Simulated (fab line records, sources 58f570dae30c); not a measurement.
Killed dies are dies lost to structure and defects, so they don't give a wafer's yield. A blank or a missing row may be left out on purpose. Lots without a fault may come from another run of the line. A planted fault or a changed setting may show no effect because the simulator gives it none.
Split-lot experiment | flow berkeley_cmos170 | 5 lots, 18 wafers read, on a route of 331 steps

THE SPLIT
At UCB170_M1_COAT_04 (resist thk 900 nm), the setting resist_thk_nm was moved away from the recipe's 900 nm on 8 of the 18 wafers read, by -2.1% to +5.4%. The other wafers ran this setting at the recipe's value.

The reading is taken at the split's own step.

THE READING
KrF_of_M1_COAT_04.thk_nm (the simulator's own value, which no gauge read), in nm, at UCB170_M1_COAT_04 (resist thk 900 nm). The file gives no usual value for it. The 10 wafers here that ran the recipe average 899.6 nm, standard deviation 2.4 nm.

wafer  | tool, chamber at the split | resist_thk_nm as run, nm | against the recipe | KrF_of_M1_COAT_04.thk_nm, nm | against lot-mates on the recipe
L075.1 | litho_track-04, 0          | 948.4                    | +5.4%              | 951.4                        | +48.2
L075.2 | litho_track-04, 0          | 900                      | recipe             | 903.2                        | -
L075.6 | litho_track-04, 0          | 948.4                    | +5.4%              | 953.3                        | +50.1
L076.3 | litho_track-03, 0          | 900                      | recipe             | 897.3                        | -
L076.6 | litho_track-03, 0          | 914.6                    | +1.6%              | 911.7                        | +14.4
L082.1 | litho_track-04, 0          | 881.5                    | -2.1%              | 883.3                        | -18.2
L082.3 | litho_track-04, 0          | 900                      | recipe             | 902.2                        | -
L082.4 | litho_track-04, 0          | 881.5                    | -2.1%              | 883.6                        | -17.9
L082.5 | litho_track-04, 0          | 900                      | recipe             | 900.8                        | -
L082.6 | litho_track-04, 0          | 881.5                    | -2.1%              | 885.7                        | -15.8
L085.1 | litho_track-01, 0          | 900                      | recipe             | 901.2                        | -
L085.2 | litho_track-01, 0          | 900                      | recipe             | 895.3                        | -
L085.4 | litho_track-01, 0          | 900                      | recipe             | 901.4                        | -
L080.1 | litho_track-01, 0          | 886.1                    | -1.5%              | 884                          | -14.3
L080.2 | litho_track-01, 0          | 900                      | recipe             | 897.8                        | -
L080.6 | litho_track-01, 0          | 900                      | recipe             | 897.8                        | -
L080.3 | litho_track-01, 0          | 900                      | recipe             | 899.2                        | -
L080.4 | litho_track-01, 0          | 886.1                    | -1.5%              | 885.8                        | -12.5

THE FIT
A straight line over all 18 wafers: KrF_of_M1_COAT_04.thk_nm changes by +9.31 nm for each +1% of resist_thk_nm; r = +0.99; the points scatter about the line by 2.7 nm.
The same after taking each lot's own level away (the mean of its wafers on the recipe; 18 wafers): +8.97 nm for each +1%; r = +1.00; scatter 1.5 nm.
On that fit, the largest move of resist_thk_nm shifts the reading by 48 nm.
The lots' own levels span 897.30 to 903.20 nm, that is 2.5 times the standard deviation above.
So the lot-to-lot level changes the slope little: the two slopes agree.
Check: with one of the wafers moved furthest among these (+5.4%) left out of the fit, the line predicts +48.8 nm for it against its lot-mates. It came out at +48.2 nm against them.

OTHER SPLITS ON THESE WAFERS
These wafers also went through other splits before the reading. Each is held against what the fit with the lots' levels taken away leaves over:
other split on the same wafers       | wafers away from the commonest value | r with KrF_of_M1_COAT_04.thk_nm (lot level and that fit taken away)
UCB170_PSD_PEB_04 peb_temp_c         | 4                                    | -0.10
UCB170_BACKSIDE_COAT_01 spin_rpm     | 3                                    | +0.08
UCB170_CONTACT_CVD_01 pressure_mtorr | 13                                   | -0.07
UCB170_CONTACT_SOFTBAKE_11 time_s    | 4                                    | -0.06
UCB170_M1_SPUTTER_00 power_w         | 0                                    | -

THE FILE'S OWN FIT
KrF_of_M1_COAT_04.thk_nm changes by +8.94 nm for each +1% of resist_thk_nm, r = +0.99.
